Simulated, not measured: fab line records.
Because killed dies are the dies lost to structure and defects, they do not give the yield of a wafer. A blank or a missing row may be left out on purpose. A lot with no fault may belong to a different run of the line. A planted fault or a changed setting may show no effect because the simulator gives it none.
Which tool is to blame? -- flow berkeley-cmos170 -- at 1 step of a route of 331, 15 lots with 45 wafers sampled

WHAT THE GAUGES SHOWED, per wafer
The record lacks any reading of a measuring or inspecting step that a usual standard deviation could be used to judge.

TOOL THAT RAN EACH LOT (tool first, then ch and the chambers of the sampled wafers, then the start)
lot,UCB170_V1_CMP_02
L492,"cmp-01 ch 0,1,2, day 8 09:37"
L493,"cmp-02 ch 0,1, day 8 09:37"
L495,"cmp-01 ch 0,1,3, day 9 00:10"
L497,"cmp-02 ch 0,1,3, day 9 01:58"
L496,"cmp-01 ch 0,3, day 9 03:11"
L500,"cmp-01 ch 0,3, day 10 00:42"
L505,"cmp-02 ch 0,1,2, day 10 21:18"
L504,"cmp-01 ch 0,1,3, day 10 22:38"
L503,"cmp-02 ch 0,2, day 10 23:58"
L506,"cmp-02 ch 0,3, day 11 09:48"
L507,"cmp-02 ch 0,2,3, day 11 23:47"
L508,"cmp-01 ch 0,1,3, day 12 01:09"
L510,"cmp-02 ch 1,3, day 12 06:29"
L509,"cmp-01 ch 1,2, day 12 07:50"
L511,"cmp-02 ch 1,2,3, day 12 07:52"
- UCB170_V1_CMP_02: polishes SiO2.

AS READ BY THE TOOLS THEMSELVES (means over the sampled wafers that have a number; for cases with no such wafer, the mark the record gives instead)
UCB170_V1_CMP_02. Usual: edge-zone-pressure-frac 1.000, standard deviation 0.0046; motor-current-A 16.3 A, standard deviation 1.6; platen-rpm 60.00 rpm, standard deviation 0.039; retaining-ring-pressure-frac 1.000, standard deviation 0.0047.
lot,tool,edge-zone-pressure-frac,motor-current-A (A),platen-rpm (rpm),retaining-ring-pressure-frac,flag
L492,cmp-01,1.001,16.1,59.99,0.997,
L493,cmp-02,1.000,16.9,59.98,0.992,
L495,cmp-01,1.004,16.3,59.99,0.998,
L497,cmp-02,0.997,16.2,60.06,0.998,
L496,cmp-01,0.998,15.8,59.98,0.992,
L500,cmp-01,1.002,15.2,60.01,0.998,
L505,cmp-02,1.001,15.3,60.00,1.006,
L504,cmp-01,1.000,16.3,59.98,1.001,
L503,cmp-02,1.009,13.5,59.98,0.999,
L506,cmp-02,1.000,16.7,59.98,1.004,
L507,cmp-02,1.042,15.5,59.99,1.001,OFF
L508,cmp-01,1.000,16.2,60.03,1.004,
L510,cmp-02,1.037,18.0,59.98,1.001,OFF
L509,cmp-01,0.998,17.4,60.00,1.003,
L511,cmp-02,1.044,16.0,59.97,1.002,OFF

THE ANSWER, worked out from the rows above alone
Rule: lot off if the mean of its wafers having a number is beyond 3 standard deviations from the usual mean. Also off: a lot with no number at a reading for which 4 or more lots have one. Any other lot the step has rows for is counted as sound. After the gauges, taken in route order, come the tools' own readings; for these a lot's mean is taken, as printed above. The first step at which some lot is off is used, and at that step the reading that is off furthest; a lot without a number counts as furthest.
Off, at UCB170_V1_CMP_02 on edge-zone-pressure-frac: L507, L510, L511.
If a tool, at that step or one of the process steps before it, ran each lot that is off and ran no sound lot following the first of them, it fits. One fits: cmp-02 at UCB170_V1_CMP_02. Its last sound lot is L506 (day 11 09:48), its first lot that is off L507 (day 11 23:47): a fault that began between those two fits.
The tool's own readings at UCB170_V1_CMP_02 bear it out: on the lots that are off they differ by more than 5 times the standard deviation of the sound lots' means. edge-zone-pressure-frac reads 1.041 there against 1.001 on the sound lots.

WHAT WAS PUT IN BY THE SIMULATOR
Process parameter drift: cmp-02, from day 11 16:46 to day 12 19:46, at UCB170_V1_CMP_02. The setting edge-zone-pressure-frac was moved by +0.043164.
Lots struck among those shown: L507, L510, L511. Same finding as the rule above.
